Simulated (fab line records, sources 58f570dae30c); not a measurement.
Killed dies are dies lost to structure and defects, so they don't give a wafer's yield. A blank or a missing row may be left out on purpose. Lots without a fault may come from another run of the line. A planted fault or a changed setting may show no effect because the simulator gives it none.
Chamber matching | flow berkeley_cmos170 | UCB170_SPACER_ETCHBACK_03 on rie_diel-02: 4 sister chambers
The step etches SiO2 in CHF3/CF4/Ar, stops on Si, target depth 376 nm, time 100 s. 4 wafers are shown with their chamber, then 7 later ones without.

WAFERS WITH THEIR CHAMBER
wafer  | chamber | throttle_valve_pct (%)
L507.4 | 3       | 6.58
L509.3 | 2       | 6.53
L514.6 | 1       | 6.49
L513.5 | 0       | 6.34

WAFERS WITHOUT THEIR CHAMBER
wafer  | throttle_valve_pct (%)
L513.6 | 6.49
L521.1 | 6.51
L521.2 | 6.49
L521.5 | 6.35
L525.3 | 6.49
L525.4 | 6.32
L525.6 | 6.52

WHICH CHAMBER EACH WENT THROUGH
wafer  | from the rows above     | in truth
L513.6 | 1                       | 1
L521.1 | can't be placed: 1 or 2 | 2
L521.2 | 1                       | 1
L521.5 | 0                       | 0
L525.3 | 1                       | 1
L525.4 | 0                       | 0
L525.6 | can't be placed: 2 or 1 | 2
Placed correctly: 5 of 7. Can't be placed from these rows: 2 (the true chamber is among the candidates in 2). Placed wrongly: 0.
How it was worked out, from the rows above alone: a wafer's distance from a chamber is the root of the sum, over the readings, of the square of ((its reading less the chamber's mean) divided by the reading's scatter). The wafer belongs to the nearest chamber; if the next one is less than 2 further off, it can't be placed. A chamber's mean is the mean of its shown wafers. The scatter: with one shown wafer a chamber, the root of the mean of the squares of how far each hidden wafer lies from its nearest shown one.
